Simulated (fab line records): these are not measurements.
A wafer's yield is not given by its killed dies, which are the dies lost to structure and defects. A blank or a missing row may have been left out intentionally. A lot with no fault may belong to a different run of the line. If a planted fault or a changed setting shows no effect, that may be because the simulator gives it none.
Code-filled problem report in 8D (eight disciplines) form :: flow rit_cmos :: the parts of the form that need people (team, actions taken, sign-off) are left out

## 1. THE PROBLEM
Wafers free of any fault read 3112 (standard deviation 13) for NSD_TW at RIT_NSD_TW_MEAS_10, against a mean of 30 on 6 wafers of 2 lots. That is -99 or more standard deviations from the usual mean.
First seen on wafer L221.2, day 6 04:29, on film_metro-03. Wafers with a number at this step in the record: 42, from 14 lots. By rule, "out" or "out of limits" means more than 4 standard deviations away from the usual mean. Any other wafer with a number is counted as sound.

## 2. WHAT IT IS AND WHAT IT IS NOT
question: which readings at this step
is: NSD_TW
is not: -

question: which lots
is: L221, L222
is not: L207, L208, L209, L211, L212, L213, L214, L216, L223, L225, L229, L230

question: which wafers of those lots
is: all that have a number
is not: -

question: read on which gauges
is: film_metro-03, film_metro-04
is not: film_metro-02

question: when
is: from day 6 04:29
is not: up to then (24 sound wafers); but 12 sound wafers of L223, L225, L229, L230 came after

## 3. WHAT RULES OUT EACH SUSPECT
Counting: any tool at a process step up to the reading is kept as a suspect provided that every lot that is out went through it and no sound lot did after the first of them.
- ruled out: the gauge at RIT_NSD_TW_MEAS_10. 2 gauges (film_metro-03, film_metro-04) read the wafers that are out.
- litho_track-03 at RIT_NSD_DEVELOP_05 (develop time 50 s): kept. It ran every lot that is out, first L221 (day 6 03:00), and no sound lot after that; its last sound lot up to then is L212 (day 4 07:00).
The count leaves litho_track-03 at RIT_NSD_DEVELOP_05.

## 4. THE CAUSE (what the simulator had put in)
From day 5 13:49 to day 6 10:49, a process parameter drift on litho_track-03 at RIT_NSD_DEVELOP_05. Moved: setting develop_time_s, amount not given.
Only this tool survived the counting.

## 5. SEQUENCE OF EFFECTS, ordered by route
Each row: a reading whose mean over the struck wafers that have a number lies more than 3 standard deviations from the usual. Only readings whose record carries a usual standard deviation are examined. hours: median over the lots of the time between each lot's start at the first step of this table that gives one and its start at this step. sigmas: the change, counted in usual standard deviations.
hours: 0
step: RIT_NSD_TW_MEAS_10
reading: NSD_TW
usual: 3112
on struck wafers: 30
change: -3082
sigmas: -99 or more

hours: 9
step: RIT_M1_PROBE_99
reading: killed_at_front_end
usual: 6.7
on struck wafers: 264.0
change: +257.3
sigmas: +99

hours: 9
step: RIT_M1_PROBE_99
reading: killed_dies
usual: 6.8
on struck wafers: 264.0
change: +257.2
sigmas: +99

hours: 9
step: RIT_M1_PROBE_99
reading: killed_on_rim
usual: 1.9
on struck wafers: 70.0
change: +68.1
sigmas: +52
Its process steps:
- RIT_M1_PROBE_99

## 6. HOW IT WOULD HAVE BEEN CAUGHT EARLIER
In this record the first reading out of limits at a measuring or inspecting step was taken at day 6 04:29, 15 hours after the fault began at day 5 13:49.
Of the lots that are out (2), L222 began RIT_NSD_DEVELOP_05 on litho_track-03 after day 6 04:29. Putting the tool on hold at that point would have spared it.
